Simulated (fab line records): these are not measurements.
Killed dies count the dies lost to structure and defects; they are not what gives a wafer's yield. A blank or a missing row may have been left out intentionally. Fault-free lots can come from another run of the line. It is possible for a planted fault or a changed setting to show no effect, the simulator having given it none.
Which tool is to blame? -- flow rit cmos -- 21 wafers sampled from 7 lots at 1 step of a route of 202

== WHAT THE GAUGES READ, wafer by wafer ==
RIT_FOX2_THK_MEAS_90.
lot,measured,on,FIELD_OXIDE_LEFT_1_THK (nm)
L206,day 2 07:30,film metro-04,339 329 325
L208,day 2 19:33,film metro-02,333 327 332
L210,day 3 06:13,film metro-04,317 312 320
L212,day 3 18:20,film metro-02,314 319 316
L216,day 4 13:14,film metro-04,329 325 329
L218,day 4 19:05,film metro-01,318 318 316
L225,day 6 07:43,film metro-04,313 313 313

== EACH LOT AND THE TOOL THAT RAN IT (in order: tool; ch and the chambers of the sampled wafers; start) ==
Record: no process step prior to these readings.

== THE ANSWER, worked out from the rows above alone ==
Rule: usual is defined by the lots themselves. The widest of any qualifying gaps counts: lots, ordered by their means at a reading, are off when they make up no more than a third of the lots, leave a main group of 4 or more, and stand apart from it by 3 or more times the standard deviation of that group's means. A main group is skipped when, at the precision printed for the reading in the tables above, its means are all equal. Also off: a lot with no number at a reading for which 4 or more lots have one. All remaining lots with rows at the step are treated as sound.
No lot is off on any of the readings shown, so nothing can be concluded from this.

== WHAT WAS PUT IN BY THE SIMULATOR ==
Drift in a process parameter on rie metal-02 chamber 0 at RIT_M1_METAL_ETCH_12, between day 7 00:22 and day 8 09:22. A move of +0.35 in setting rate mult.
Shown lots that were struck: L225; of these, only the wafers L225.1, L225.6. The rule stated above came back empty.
